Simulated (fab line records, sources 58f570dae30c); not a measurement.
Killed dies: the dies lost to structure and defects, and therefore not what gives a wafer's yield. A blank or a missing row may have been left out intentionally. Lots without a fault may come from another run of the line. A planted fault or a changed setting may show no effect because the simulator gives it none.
Matching of chambers / flow berkeleyCmos170 / UCB170_SPACER_CVD_00 on pecvd-04 has 3 sister chambers
The step deposits SiO2 from TEOS/O2, target thk 376 nm, time 47 s. 3 wafers are shown with their chamber, then 12 later ones without.

## WAFERS PAIRED WITH THEIR CHAMBERS
wafer=L088.4; chamber=0; heaterPowerW (W)=257
wafer=L088.5; chamber=2; heaterPowerW (W)=155
wafer=L088.6; chamber=1; heaterPowerW (W)=298

## WAFERS WITH NO CHAMBER GIVEN
wafer=L086.3; heaterPowerW (W)=241
wafer=L086.5; heaterPowerW (W)=251
wafer=L086.6; heaterPowerW (W)=210
wafer=L091.3; heaterPowerW (W)=239
wafer=L091.4; heaterPowerW (W)=274
wafer=L091.6; heaterPowerW (W)=266
wafer=L092.1; heaterPowerW (W)=176
wafer=L092.2; heaterPowerW (W)=306
wafer=L092.3; heaterPowerW (W)=232
wafer=L092.4; heaterPowerW (W)=193
wafer=L092.5; heaterPowerW (W)=237
wafer=L092.6; heaterPowerW (W)=318

## WHICH CHAMBER EACH WENT THROUGH
wafer=L086.3; from the rows above=can't be placed: 0 or 1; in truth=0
wafer=L086.5; from the rows above=can't be placed: 0 or 1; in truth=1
wafer=L086.6; from the rows above=can't be placed: 0 or 2 or 1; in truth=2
wafer=L091.3; from the rows above=can't be placed: 0 or 1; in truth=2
wafer=L091.4; from the rows above=can't be placed: 0 or 1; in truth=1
wafer=L091.6; from the rows above=can't be placed: 0 or 1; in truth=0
wafer=L092.1; from the rows above=2; in truth=2
wafer=L092.2; from the rows above=can't be placed: 1 or 0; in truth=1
wafer=L092.3; from the rows above=can't be placed: 0 or 1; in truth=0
wafer=L092.4; from the rows above=can't be placed: 2 or 0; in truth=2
wafer=L092.5; from the rows above=can't be placed: 0 or 1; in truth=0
wafer=L092.6; from the rows above=can't be placed: 1 or 0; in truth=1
Correctly placed: 1 of 12. Not placeable from these rows: 11 (in 10, the candidates include the true chamber). Placed wrongly: 0.
How it was worked out, from the rows above alone: a wafer's distance from a chamber is the root of the sum, over the readings, of the square of ((its reading less the chamber's mean) divided by the reading's scatter). The wafer belongs to the nearest chamber; if the next one is less than 2 further off, it can't be placed. A chamber's mean is the mean of its shown wafers. The scatter: root of mean squared gap, hidden wafer to nearest shown wafer, with one shown wafer a chamber.
